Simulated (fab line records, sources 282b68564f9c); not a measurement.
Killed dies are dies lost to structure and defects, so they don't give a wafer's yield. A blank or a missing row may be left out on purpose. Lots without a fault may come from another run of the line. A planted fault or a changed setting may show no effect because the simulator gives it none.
Problem report in the 8D (eight disciplines) form, filled by code | flow rit_cmos | the parts of the form that need people (team, actions taken, sign-off) are left out

1. THE PROBLEM
spin_speed_rpm at RIT_CONTACT_COAT_03 reads a mean of 3150.6 rpm on 6 wafers of 2 lots; wafers without a fault read 3249.8 rpm with a standard deviation of 2.2. That is -45 standard deviations from the usual mean.
The step: resist thk 1000 nm.
First seen on wafer L695.3, day 4 04:31, on litho_track-04. The record holds 18 wafers of 6 lots with a number at this step. Rule for "out", or "out of limits": more than 4 standard deviations from the usual mean. The other wafers with a number count as sound.

2. WHAT IT IS AND WHAT IT IS NOT
question                    | is                     | is not
which readings at this step | spin_speed_rpm         | -
which lots                  | L695, L702             | L691, L708, L711, L713
which wafers of those lots  | all that have a number | -
read on which tools         | litho_track-04         | litho_track-01, litho_track-03
when                        | from day 4 04:31       | up to then (3 sound wafers); but 9 sound wafers of L708, L711, L713 came after

3. SUSPECTS, AND WHAT RULES EACH OUT
Counting: a tool at a process step up to the reading stays a suspect if it ran every lot that is out and no sound lot after the first of them.
- rtp_anneal-02 at RIT_SILICIDE_RTA_04 (time 10 s, ramp up 5 s, ramp down 5 s): ruled out as a lasting fault. Sound lots L708 ran on it after its first lot that is out, L695 (day 4 04:03).
- litho_track-04 at RIT_CONTACT_COAT_03 (resist thk 1000 nm): ruled out as a lasting fault. Sound lots L713 ran on it after its first lot that is out, L695 (day 4 04:31).
Left after counting: nothing in the record.

4. THE CAUSE (what the simulator had put in)
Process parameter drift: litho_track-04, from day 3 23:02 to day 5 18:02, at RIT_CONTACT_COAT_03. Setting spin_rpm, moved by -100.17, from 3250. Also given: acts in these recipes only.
Counting ruled it out, wrongly.

5. THE CHAIN OF EFFECTS, in route order
Each row: a reading whose mean over the struck wafers that have a number lies more than 3 standard deviations from the usual. Only readings for which the record gives a usual standard deviation are gone through. hours: the time from each lot's start at the first step in this table that gives one to its start at this step, as a median over the lots. sigmas: the change in usual standard deviations.
hours | step                | reading        | usual      | on struck wafers | change | sigmas
0     | RIT_CONTACT_COAT_03 | spin_speed_rpm | 3249.8 rpm | 3150.6           | -99.2  | -45
The process steps in it:
- RIT_CONTACT_COAT_03: resist thk 1000 nm.
Later measuring or inspecting steps at which every struck wafer that the step has a row for has a number for every such reading, and none has moved that far: RIT_CONTACT_CD_MEAS_08, RIT_CONTACT_OVL_MEAS_09.

6. WHAT WOULD HAVE CAUGHT IT SOONER
In this record the first reading out of limits was taken at day 4 04:31, 5 hours after the fault began at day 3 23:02.
